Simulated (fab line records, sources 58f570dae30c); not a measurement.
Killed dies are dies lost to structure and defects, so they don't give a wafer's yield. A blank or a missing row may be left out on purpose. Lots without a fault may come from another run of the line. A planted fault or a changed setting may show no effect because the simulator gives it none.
Split-lot experiment | flow berkeley_cmos170 | 5 lots, 23 wafers read, on a route of 331 steps

THE SPLIT
At UCB170_NVT_IMPLANT_07, the setting energy_kev was moved away from the recipe's 50 on 11 of the 23 wafers read, by -2.7% to +5.1%. The other wafers ran this setting at the recipe's value.

The reading is taken at the split's own step.

THE READING
implant.drp_nm (the simulator's own value, which no gauge read), in nm, at UCB170_NVT_IMPLANT_07. The file gives no usual value for it.

wafer  | tool, chamber at the split | energy_kev as run | against the recipe | implant.drp_nm, nm | against lot-mates on the recipe
L075.1 | implanter-03, 0            | 51.31             | +2.6%              | 18.92              | +0.35
L075.2 | implanter-03, 0            | 51.31             | +2.6%              | 18.92              | +0.35
L075.3 | implanter-03, 0            | 51.31             | +2.6%              | 18.92              | +0.35
L075.5 | implanter-03, 0            | 50                | recipe             | 18.57              | -
L075.6 | implanter-03, 0            | 50                | recipe             | 18.57              | -
L081.2 | implanter-04, 0            | 52.53             | +5.1%              | 19.25              | +0.68
L081.3 | implanter-04, 0            | 52.53             | +5.1%              | 19.25              | +0.68
L081.4 | implanter-04, 0            | 50                | recipe             | 18.57              | -
L081.5 | implanter-04, 0            | 50                | recipe             | 18.57              | -
L081.6 | implanter-04, 0            | 50                | recipe             | 18.57              | -
L084.1 | implanter-04, 0            | 50                | recipe             | 18.57              | -
L084.4 | implanter-04, 0            | 50                | recipe             | 18.57              | -
L084.3 | implanter-04, 0            | 51.66             | +3.3%              | 19.01              | +0.44
L084.5 | implanter-04, 0            | 51.66             | +3.3%              | 19.01              | +0.44
L084.6 | implanter-04, 0            | 51.66             | +3.3%              | 19.01              | +0.44
L083.4 | implanter-02, 0            | 50                | recipe             | 18.57              | -
L083.5 | implanter-02, 0            | 50                | recipe             | 18.57              | -
L083.6 | implanter-02, 0            | 50                | recipe             | 18.57              | -
L085.1 | implanter-03, 0            | 48.63             | -2.7%              | 18.2               | -0.37
L085.2 | implanter-03, 0            | 48.63             | -2.7%              | 18.2               | -0.37
L085.6 | implanter-03, 0            | 48.63             | -2.7%              | 18.2               | -0.37
L085.3 | implanter-03, 0            | 50                | recipe             | 18.57              | -
L085.5 | implanter-03, 0            | 50                | recipe             | 18.57              | -

THE FIT
A straight line over all 23 wafers: implant.drp_nm changes by +0.134 nm for each +1% of energy_kev; r = +1.00; the points scatter about the line by 0.002 nm.
The same after taking each lot's own level away (the mean of its wafers on the recipe; 23 wafers): +0.134 nm for each +1%; r = +1.00; scatter 0.002 nm.
On that fit, the largest move of energy_kev shifts the reading by 0.68 nm.
The lots' own levels span 18.570 to 18.570 nm.
So the lot-to-lot level changes the slope little: the two slopes agree.
Check: with one of the wafers moved furthest among these (+5.1%) left out of the fit, the line predicts +0.677 nm for it against its lot-mates. It came out at +0.68 nm against them.

THE WHOLE CHAIN: every reading that the file lists as answering this split, in the file's order
step                  | what it does | reading                                                         | change (the file's fit)               | r (the file's)
UCB170_NVT_IMPLANT_07 |              | implant.rp_nm (the simulator's own value, which no gauge read)  | +0.359 nm for each +1% of the setting | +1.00
UCB170_NVT_IMPLANT_07 |              | implant.drp_nm (the simulator's own value, which no gauge read) | +0.134 nm for each +1% of the setting | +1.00

THE FILE'S OWN FIT
implant.drp_nm changes by +0.134 nm for each +1% of energy_kev, r = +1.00.
